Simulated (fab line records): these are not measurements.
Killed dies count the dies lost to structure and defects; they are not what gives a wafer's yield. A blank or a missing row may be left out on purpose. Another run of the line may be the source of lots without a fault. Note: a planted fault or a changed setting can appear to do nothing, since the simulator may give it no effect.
A struck lot beside a sound one / flow ritCmos / 15 steps out of a route of 202
Sound: the wafers L454.1, L454.4, L454.5. Wafers struck: L461.2, L461.3, L461.5. At the end, the cause is stated.
At each step with rows: each side's tool, then ch and its chambers, then its first start. Under that, the readings that differ: sound wafers / struck wafers / difference of the means / sigmas: that difference in standard deviations of wafers without a fault.
alike: readings whose means differ by less than 2 such deviations, and words and numbers that are the same on both sides. not compared: withheld readings, readings that some wafer has no value for, bounds like >300 that may hide the same value, and numbers for which the record gives no deviation and whose values overlap.
Wherever a step has rows on one side only, a row that says differs or no value, or a row with sigmas, the two part there. Non-overlapping numbers with no deviation appear without sigmas and do not part them. A reading that every wafer of one side lacks parts them only if that side has two wafers or more.

RIT_SDANNEAL_RS_MEAS_07: measures by four-point-probe.
  struck on filmMetro-04, day 5 04:14; sound on filmMetro-02, day 3 21:37
  alike: NLDD_RS
then, 1 step without rows for these wafers: RIT_SILICIDE_WET_ETCH_00 (etches SiO2 in BOE, target depth 14 nm, time 15 s).
RIT_SILICIDE_SPUTTER_01: material Ti, target thk 30 nm, time 240 s.
  struck on pvdSputter-03, day 5 04:20; sound on pvdSputter-01, day 3 21:45
  alike: throttleValvePct
RIT_SILICIDE_RS_MEAS_02: measures by four-point-probe.
  struck on filmMetro-03, day 5 04:31; sound on filmMetro-03, day 3 21:54
  alike: SILICIDE_TI_RS
RIT_SILICIDE_THK_MEAS_03: measures by xrf.
  struck on filmMetro-03, day 5 04:37; sound on filmMetro-03, day 3 22:01
  alike: SILICIDE_TI_THK
RIT_SILICIDE_RTA_04: time 10 s, ramp up 5 s, ramp down 5 s.
  sound on rtpAnneal-01 ch 0, day 3 22:05; struck on rtpAnneal-02 ch 0, day 5 04:41
  alike: wafer_temp_C_max
then, 1 step without rows for these wafers: RIT_SILICIDE_WET_ETCH_05 (etches Ti in SPM, time 120 s).
RIT_SILICIDE_RTA_06: time 10 s, ramp up 5 s, ramp down 10 s.
  sound on rtpAnneal-02 ch 0, day 3 22:15; struck on rtpAnneal-01 ch 0, day 5 04:47
  alike: wafer_temp_C_max
RIT_CONTACT_CVD_00: deposits SiO2 from TEOS, target thk 400 nm, time 61 s.
  sound on pecvd-03 ch 0,1,2, day 3 22:19; struck on pecvd-02 ch 0,1,2, day 5 04:51
  alike: heaterPowerW
RIT_CONTACT_THK_MEAS_01:
  struck on filmMetro-01, day 5 04:55; sound on filmMetro-04, day 3 22:22
  alike: CONTACT_TEOS_THK
then, 2 steps without rows for these wafers: RIT_CONTACT_HMDS_02 (prime time 60 s); RIT_CONTACT_COAT_03 (resist thk 1000 nm).
RIT_CONTACT_SOFTBAKE_04: time 60 s.
  sound on lithoTrack-04 ch 0, day 3 23:02; struck on lithoTrack-01 ch 0, day 5 05:19
reading=heaterPowerTotalW (W); sound=34.51 34.54 34.59; struck=34.93 34.97 34.93; difference=+0.40; sigmas=+8
reading=plateTempC (C); sound=89.93 89.94 90.11; struck=90.69 91.11 90.72; difference=+0.85; sigmas=+8
  alike: chillPlateTempC, exhaustPa, resistLineTempC
then, 1 step without rows for these wafers: RIT_CONTACT_EXPOSE_05 (exposes mask M11, target cd 1000 nm).
RIT_M1_PROBE_99:
  struck on prober-02, day 5 11:26; sound on prober-02, day 4 05:49
  alike: killedAtContacts, killedAtFrontEnd, killedDies, killedOpen, killedShort

## WHERE THEY PART
Only at RIT_CONTACT_SOFTBAKE_04, as far as this record shows. Later steps at which nothing parts them and some readings are alike: RIT_M1_PROBE_99.

WHY: what the simulator had put in
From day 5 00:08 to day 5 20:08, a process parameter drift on lithoTrack-01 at RIT_CONTACT_SOFTBAKE_04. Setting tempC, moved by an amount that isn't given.
